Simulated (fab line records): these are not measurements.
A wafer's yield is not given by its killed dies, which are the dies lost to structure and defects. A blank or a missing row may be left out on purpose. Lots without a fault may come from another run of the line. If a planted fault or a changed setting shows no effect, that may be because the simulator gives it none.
A struck lot beside a sound one -- flow berkeley-cmos170 -- 14 out of 331 route steps
Sound: wafers L888.3, L888.4, L888.5. Wafers L898.1, L898.3, L898.4 were the ones struck. The cause is named last.
For every step that has rows: the tool of each side, followed by ch and its chambers, followed by its first start. Under that, the readings that differ: sound wafers -- struck wafers -- difference of the means -- sigmas: that difference in standard deviations of wafers without a fault.
alike: words and numbers the same on both sides, and readings whose means are apart by under 2 such deviations; not compared: readings that were withheld, readings missing a value for some wafer, numbers with overlapping values and no deviation given by the record, and bounds like >300 which may hide the same value.
The two part at a step that has a row with sigmas, a row that says differs or no value, or rows on one side only. Numbers that don't overlap but have no deviation are shown without sigmas and don't part them. A reading missing from all wafers of one side parts the sides only when that side holds two or more wafers.

first, 2 steps without rows for these wafers: UCB170_START_CLEAN_01 (cleans in dHF, time 60 s); UCB170_START_OXIDATION_02 (target thk 20 nm, ox time 1800 s).
UCB170_START_THK_MEAS_03:
  sound on film-metro-03 at day 2 06:59; struck on film-metro-03 at day 4 06:15
reading,sound,struck,difference,sigmas
START_OXIDE_THK (nm),19.1 19.1 19.2,20.0 20.3 20.3,+1.1,+2
then, 7 steps without rows for these wafers: UCB170_START_ANNEAL_04 (time 1200 s); UCB170_ZERO_HMDS_00 (prime time 60 s); UCB170_ZERO_COAT_01 (resist thk 900 nm); UCB170_ZERO_SOFTBAKE_02 (time 60 s); UCB170_ZERO_EXPOSE_03 (exposes mask PM MARKS, target cd 4000 nm); UCB170_ZERO_PEB_04; UCB170_ZERO_DEVELOP_05 (develop time 45 s).
UCB170_ZERO_ETCH_06: etches SiO2 in CHF3/CF4/Ar, time 12 s.
  sound on rie-diel-04 ch 0,1,2, day 2 13:49; struck on rie-diel-04 ch 1,2,3, day 4 12:10
reading,sound,struck,difference,sigmas
CHF3_flow_sccm (sccm),49.95 49.90 49.85,50.13 50.25 50.31,+0.33,+2
  alike: cf4-flow-sccm, drypump-motor-current-A, oes-product-au, throttle-valve-pct
  not compared: rf-hours-counter-h
UCB170_ZERO_STRIP_07: strips in O2.
  sound on plasma-asher-03 ch 0,1, day 2 13:52; struck on plasma-asher-01 ch 0,1, day 4 12:11
  alike: drypump-motor-current-A, oes-product-au, strip-time-to-endpoint-s
  not compared: rf-hours-counter-h
UCB170_NWELL_WET_ETCH_00: etches SiO2 in dHF, time 200 s.
  sound on wet-bench-01 ch 0, day 2 13:56; struck on wet-bench-01 ch 2, day 4 12:17
  no value came back on the struck wafers for bath-heat-duty-pct (%), run-length-s (s); on the sound wafers bath-heat-duty-pct (%) reads 7.2 7.7 7.8
reading,sound,struck,difference,sigmas
model.SiO2_of_START_OXIDATION_02.thk-nm (nm),0 0 0,20.08 20.31 20.38,+20.26,
then, 1 step without rows for these wafers: UCB170_NWELL_OXIDATION_01 (target thk 26.4 nm, ox time 1260 s).

WHERE THEY PART
Earliest at UCB170_START_THK_MEAS_03; latest, in this record, at UCB170_NWELL_WET_ETCH_00.

WHY: what had been put in by the simulator
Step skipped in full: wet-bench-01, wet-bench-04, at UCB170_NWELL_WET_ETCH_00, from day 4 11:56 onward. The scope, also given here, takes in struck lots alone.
